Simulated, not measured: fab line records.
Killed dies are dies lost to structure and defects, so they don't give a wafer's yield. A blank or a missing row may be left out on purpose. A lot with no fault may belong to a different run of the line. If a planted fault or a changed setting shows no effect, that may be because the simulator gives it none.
The tool behind it: which one? / flow rit_cmos / 42 wafers from 14 lots sampled at 5 of the route's 202 steps

## WHAT EACH GAUGE READ, for each wafer
RIT_NRETRO_TW_MEAS_10. Usual: NRETRO_TW typically reads 1053, with standard deviation 6.7.
lot=L788; measured=day 2 11:37; on=film_metro-01; NRETRO_TW=1040 1039 1048; flag=
lot=L789; measured=day 2 16:58; on=film_metro-01; NRETRO_TW=1047 1045 1051; flag=
lot=L790; measured=day 2 22:28; on=film_metro-03; NRETRO_TW=1051 1048 1046; flag=
lot=L791; measured=day 3 01:29; on=film_metro-01; NRETRO_TW=1044 1045 1046; flag=
lot=L792; measured=day 3 06:35; on=film_metro-03; NRETRO_TW=1051 1051 1051; flag=
lot=L793; measured=day 3 10:56; on=film_metro-02; NRETRO_TW=1060 1062 1068; flag=
lot=L794; measured=day 3 16:25; on=film_metro-02; NRETRO_TW=1065 1067 1066; flag=
lot=L796; measured=day 4 00:01; on=film_metro-02; NRETRO_TW=1054 1064 1059; flag=
lot=L797; measured=day 4 07:47; on=film_metro-03; NRETRO_TW=1047 1048 1053; flag=
lot=L802; measured=day 5 06:02; on=film_metro-01; NRETRO_TW=926 923 927 925 923 923; flag=OFF
lot=L804; measured=day 5 14:56; on=film_metro-03; NRETRO_TW=920 921 924 922 923 923; flag=OFF
lot=L806; measured=day 6 06:04; on=film_metro-01; NRETRO_TW=1054 1060 1051; flag=
lot=L808; measured=day 6 12:53; on=film_metro-01; NRETRO_TW=1054 1056 1052; flag=
lot=L809; measured=day 6 16:49; on=film_metro-01; NRETRO_TW=1058 1051 1055; flag=

RIT_M1_THK_MEAS_02: measures by xrf. Usual: M1_AL_THK typically reads 386 nm, with standard deviation 4.5.
lot=L788; measured=day 3 14:20; on=film_metro-01; M1_AL_THK (nm)=384 385 384; flag=
lot=L789; measured=day 3 19:04; on=film_metro-02; M1_AL_THK (nm)=394 390 391; flag=
lot=L790; measured=day 3 22:34; on=film_metro-02; M1_AL_THK (nm)=386 389 386; flag=
lot=L791; measured=day 4 06:31; on=film_metro-03; M1_AL_THK (nm)=383 378 378; flag=
lot=L792; measured=day 4 09:52; on=film_metro-03; M1_AL_THK (nm)=383 384 387; flag=
lot=L793; measured=day 4 13:50; on=film_metro-01; M1_AL_THK (nm)=391 381 381; flag=
lot=L794; measured=day 4 23:14; on=film_metro-01; M1_AL_THK (nm)=386 389 386; flag=
lot=L796; measured=day 5 02:28; on=film_metro-01; M1_AL_THK (nm)=384 383 381; flag=
lot=L797; measured=day 5 15:37; on=film_metro-03; M1_AL_THK (nm)=384 389 380; flag=
lot=L802; measured=day 6 09:38; on=film_metro-01; M1_AL_THK (nm)=385 379 382; flag=
lot=L804; measured=day 6 21:32; on=film_metro-02; M1_AL_THK (nm)=398 396 393; flag=
lot=L806; measured=day 7 10:04; on=film_metro-02; M1_AL_THK (nm)=385 384 386; flag=
lot=L808; measured=day 7 16:24; on=film_metro-03; M1_AL_THK (nm)=381 384 384; flag=
lot=L809; measured=day 7 19:59; on=film_metro-03; M1_AL_THK (nm)=381 382 384; flag=

RIT_M1_CD_MEAS_09: the cd target is 2600 nm. Usual: 2600.6 nm for cd_nm, sd 1.8.
lot=L788; measured=day 3 15:25; on=cd_sem-01; cd_nm (nm)=2599.3 2599.0 2598.2; flag=
lot=L789; measured=day 3 20:08; on=cd_sem-01; cd_nm (nm)=2598.8 2602.5 2600.1; flag=
lot=L790; measured=day 3 23:41; on=cd_sem-01; cd_nm (nm)=2601.8 2600.6 2601.3; flag=
lot=L791; measured=day 4 07:39; on=cd_sem-01; cd_nm (nm)=2596.7 2598.2 2597.1; flag=
lot=L792; measured=day 4 10:51; on=cd_sem-01; cd_nm (nm)=2598.4 2598.4 2598.7; flag=
lot=L793; measured=day 4 14:48; on=cd_sem-01; cd_nm (nm)=2599.0 2601.2 2600.3; flag=
lot=L794; measured=day 5 00:19; on=cd_sem-01; cd_nm (nm)=2598.3 2601.3 2599.9; flag=
lot=L796; measured=day 5 03:32; on=cd_sem-01; cd_nm (nm)=2601.0 2602.9 2604.0; flag=
lot=L797; measured=day 5 16:40; on=cd_sem-01; cd_nm (nm)=2602.5 2601.4 2599.8; flag=
lot=L802; measured=day 6 10:34; on=cd_sem-02; cd_nm (nm)=2600.4 2598.7 2600.1; flag=
lot=L804; measured=day 6 22:28; on=cd_sem-02; cd_nm (nm)=2601.6 2601.5 2598.4; flag=
lot=L806; measured=day 7 11:01; on=cd_sem-01; cd_nm (nm)=2602.0 2603.4 2603.5; flag=
lot=L808; measured=day 7 17:28; on=cd_sem-01; cd_nm (nm)=2598.0 2600.2 2598.8; flag=
lot=L809; measured=day 7 21:04; on=cd_sem-02; cd_nm (nm)=2601.5 2601.2 2602.3; flag=

RIT_M1_BOW_MEAS_16. Usual: M1_BOW typically reads 18 um, with standard deviation 7.4.
lot=L788; measured=day 3 18:04; on=film_metro-02; M1_BOW (um)=11 11 22; flag=
lot=L789; measured=day 3 22:41; on=film_metro-03; M1_BOW (um)=23 17 20; flag=
lot=L790; measured=day 4 02:13; on=film_metro-01; M1_BOW (um)=36 33 34; flag=
lot=L791; measured=day 4 10:14; on=film_metro-02; M1_BOW (um)=15 7 15; flag=
lot=L792; measured=day 4 13:26; on=film_metro-03; M1_BOW (um)=21 29 14; flag=
lot=L793; measured=day 4 17:20; on=film_metro-03; M1_BOW (um)=18 20 17; flag=
lot=L794; measured=day 5 02:51; on=film_metro-03; M1_BOW (um)=7 14 16; flag=
lot=L796; measured=day 5 06:04; on=film_metro-02; M1_BOW (um)=22 16 30; flag=
lot=L797; measured=day 5 19:16; on=film_metro-03; M1_BOW (um)=12 13 25; flag=
lot=L802; measured=day 6 13:08; on=film_metro-02; M1_BOW (um)=14 15 12; flag=
lot=L804; measured=day 7 01:01; on=film_metro-01; M1_BOW (um)=10 20 20; flag=
lot=L806; measured=day 7 13:34; on=film_metro-01; M1_BOW (um)=26 15 20; flag=
lot=L808; measured=day 7 20:08; on=film_metro-01; M1_BOW (um)=12 24 23; flag=
lot=L809; measured=day 7 23:46; on=film_metro-02; M1_BOW (um)=14 24 18; flag=

## TOOL THAT RAN EACH LOT (tool first, then ch and the chambers of the sampled wafers, then the start)
lot=L788; RIT_NRETRO_IMPLANT_08=implanter-03 ch 0, day 2 11:20
lot=L789; RIT_NRETRO_IMPLANT_08=implanter-03 ch 0, day 2 16:38
lot=L790; RIT_NRETRO_IMPLANT_08=implanter-03 ch 0, day 2 22:09
lot=L791; RIT_NRETRO_IMPLANT_08=implanter-01 ch 0, day 3 01:10
lot=L792; RIT_NRETRO_IMPLANT_08=implanter-01 ch 0, day 3 06:16
lot=L793; RIT_NRETRO_IMPLANT_08=implanter-03 ch 0, day 3 10:39
lot=L794; RIT_NRETRO_IMPLANT_08=implanter-03 ch 0, day 3 16:05
lot=L796; RIT_NRETRO_IMPLANT_08=implanter-01 ch 0, day 3 23:43
lot=L797; RIT_NRETRO_IMPLANT_08=implanter-03 ch 0, day 4 07:28
lot=L802; RIT_NRETRO_IMPLANT_08=implanter-03 ch 0, day 5 05:43
lot=L804; RIT_NRETRO_IMPLANT_08=implanter-03 ch 0, day 5 14:37
lot=L806; RIT_NRETRO_IMPLANT_08=implanter-01 ch 0, day 6 05:46
lot=L808; RIT_NRETRO_IMPLANT_08=implanter-01 ch 0, day 6 12:34
lot=L809; RIT_NRETRO_IMPLANT_08=implanter-04 ch 0, day 6 16:29
- RIT_NRETRO_IMPLANT_08

## WHAT THE TOOLS THEMSELVES READ (means of the sampled wafers that have a number; where no wafer has one, the mark that the record gives instead)
RIT_NRETRO_IMPLANT_08. Usual: dose_ions_cm2 9.998e+12, standard deviation 1.1e+10; faraday_current_uA 31.7, standard deviation 0.65.
lot=L788 tool=implanter-03 dose_ions_cm2=9.984e+12 faraday_current_uA=31.5 flag=
lot=L789 tool=implanter-03 dose_ions_cm2=9.984e+12 faraday_current_uA=31.7 flag=
lot=L790 tool=implanter-03 dose_ions_cm2=9.986e+12 faraday_current_uA=32.0 flag=
lot=L791 tool=implanter-01 dose_ions_cm2=9.986e+12 faraday_current_uA=31.8 flag=
lot=L792 tool=implanter-01 dose_ions_cm2=9.989e+12 faraday_current_uA=31.3 flag=
lot=L793 tool=implanter-03 dose_ions_cm2=1.000e+13 faraday_current_uA=32.5 flag=
lot=L794 tool=implanter-03 dose_ions_cm2=9.994e+12 faraday_current_uA=32.1 flag=
lot=L796 tool=implanter-01 dose_ions_cm2=9.999e+12 faraday_current_uA=31.8 flag=
lot=L797 tool=implanter-03 dose_ions_cm2=1.000e+13 faraday_current_uA=31.9 flag=
lot=L802 tool=implanter-03 dose_ions_cm2=6.701e+12 faraday_current_uA=21.5 flag=OFF
lot=L804 tool=implanter-03 dose_ions_cm2=6.698e+12 faraday_current_uA=21.0 flag=OFF
lot=L806 tool=implanter-01 dose_ions_cm2=1.000e+13 faraday_current_uA=32.0 flag=
lot=L808 tool=implanter-01 dose_ions_cm2=9.996e+12 faraday_current_uA=31.8 flag=
lot=L809 tool=implanter-04 dose_ions_cm2=1.001e+13 faraday_current_uA=31.6 flag=

## THE ANSWER, worked out from the rows above alone
Rule: a lot counts as off when the mean over its wafers that have a number is more than 3 standard deviations away from the usual mean. A lot without any number at a reading at which 4 lots or more have one is off too. The other lots that the step has rows for count as sound. After the gauges, taken in route order, come the tools' own readings; for these a lot's mean is taken, as printed above. The first step at which some lot is off is used, and at that step the reading that is off furthest; a lot without a number counts as furthest.
Off: L802, L804, seen at RIT_NRETRO_TW_MEAS_10 (NRETRO_TW).
A tool fits if, at a process step before that reading, it ran every lot that is off, and no sound lot after the first of them. Not tried: the gauges at RIT_NRETRO_TW_MEAS_10; whatever is off there is also off at RIT_NRETRO_IMPLANT_08, on other tools, and gauge error can't account for it. One candidate fits, namely implanter-03 at RIT_NRETRO_IMPLANT_08. Its last sound lot is L797 (day 4 07:28), its first lot that is off L802 (day 5 05:43): a fault that began between those two fits.
The tool's own readings at RIT_NRETRO_IMPLANT_08 bear it out: on the lots that are off they differ by more than 5 times the standard deviation of the sound lots' means. dose_ions_cm2 reads 6.700e+12 there against 9.994e+12 on the sound lots; faraday_current_uA reads 21.2 there against 31.8 on the sound lots.

## WHAT THE SIMULATOR HAD PUT IN
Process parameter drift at RIT_NRETRO_IMPLANT_08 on implanter-03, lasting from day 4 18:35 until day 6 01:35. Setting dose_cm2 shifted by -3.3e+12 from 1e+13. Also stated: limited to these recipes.
Lots struck among those shown: L802, L804. Same finding as the rule above.
